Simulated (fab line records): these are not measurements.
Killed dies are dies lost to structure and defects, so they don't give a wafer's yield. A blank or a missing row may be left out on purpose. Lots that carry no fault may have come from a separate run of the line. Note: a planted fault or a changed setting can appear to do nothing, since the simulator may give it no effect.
Split-lot study ; flow rit-cmos ; 23 wafers read across 5 lots, on a route 202 steps long

SPLIT DETAILS
At RIT_ACTIVE_OXIDATION_01 (target thk 46.8 nm, ox time 3360 s), the setting temp-c was moved away from the recipe's 1000 C on 10 of the 23 wafers read, by -2.9% to +1.0%. This setting was run at the recipe's value on the other wafers.

The file shows no step between the split and the reading.

THE READING
ACTIVE_OXIDE_THK, in nm, at RIT_ACTIVE_THK_MEAS_02. A value of 46.8 nm with a standard deviation of 0.68 nm is what fault-free wafers of this fab line usually give.

wafer;tool, chamber at the split;temp-c as run, C;against the recipe;ACTIVE_OXIDE_THK, nm;against lot-mates on the recipe
L074.1;-, -;1000;recipe;47.1;-
L074.3;-, -;1000;recipe;46.9;-
L074.4;-, -;1000;recipe;48.4;-
L074.5;-, -;1000;recipe;47.0;-
L074.6;-, -;1000;recipe;48.3;-
L079.1;-, -;1010;+1.0%;50.8;no lot-mate on the recipe
L079.2;-, -;1010;+1.0%;50.8;no lot-mate on the recipe
L079.4;-, -;1010;+1.0%;50.1;no lot-mate on the recipe
L079.5;-, -;1010;+1.0%;51.7;no lot-mate on the recipe
L079.6;-, -;1010;+1.0%;51.0;no lot-mate on the recipe
L080.1;-, -;971.2;-2.9%;36.3;no lot-mate on the recipe
L080.3;-, -;971.2;-2.9%;36.4;no lot-mate on the recipe
L080.4;-, -;971.2;-2.9%;36.5;no lot-mate on the recipe
L080.5;-, -;971.2;-2.9%;36.5;no lot-mate on the recipe
L080.6;-, -;971.2;-2.9%;36.6;no lot-mate on the recipe
L084.2;-, -;1000;recipe;47.7;-
L084.3;-, -;1000;recipe;48.6;-
L084.4;-, -;1000;recipe;47.6;-
L084.5;-, -;1000;recipe;48.1;-
L084.6;-, -;1000;recipe;48.3;-
L085.1;furnace-03, 0;1000;recipe;46.6;-
L085.4;furnace-03, 0;1000;recipe;45.8;-
L085.5;furnace-03, 0;1000;recipe;46.5;-

THE FIT
A straight line over all 23 wafers: ACTIVE_OXIDE_THK changes by +3.75 nm for each +1% of temp-c; r = +0.99; the points scatter about the line by 0.72 nm.
Too few moved wafers have a lot-mate on the recipe to fit a line with each lot's own level taken away.

THE WHOLE CHAIN: every reading that the file lists as answering this split, in the file's order
step;what it does;reading;change (the file's fit);r (the file's)
RIT_ACTIVE_OXIDATION_01;target thk 46.8 nm, ox time 3360 s;SiO2_of_ACTIVE_OXIDATION_01.thk-nm (the simulator's own value, which no gauge read);+3.75 nm for each +1% of the setting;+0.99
RIT_ACTIVE_THK_MEAS_02;;ACTIVE_OXIDE_THK;+3.75 for each +1% of the setting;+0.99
RIT_FOX2_WET_ETCH_03;etches Si3N4 in H3PO4, target depth 195 nm, time 2700 s;SiO2_of_ACTIVE_OXIDATION_01.thk-nm (the simulator's own value, which no gauge read);+3.57 nm for each +1% of the setting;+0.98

THE FILE'S OWN FIT
ACTIVE_OXIDE_THK changes by +3.75 nm for each +1% of temp-c, r = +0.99.
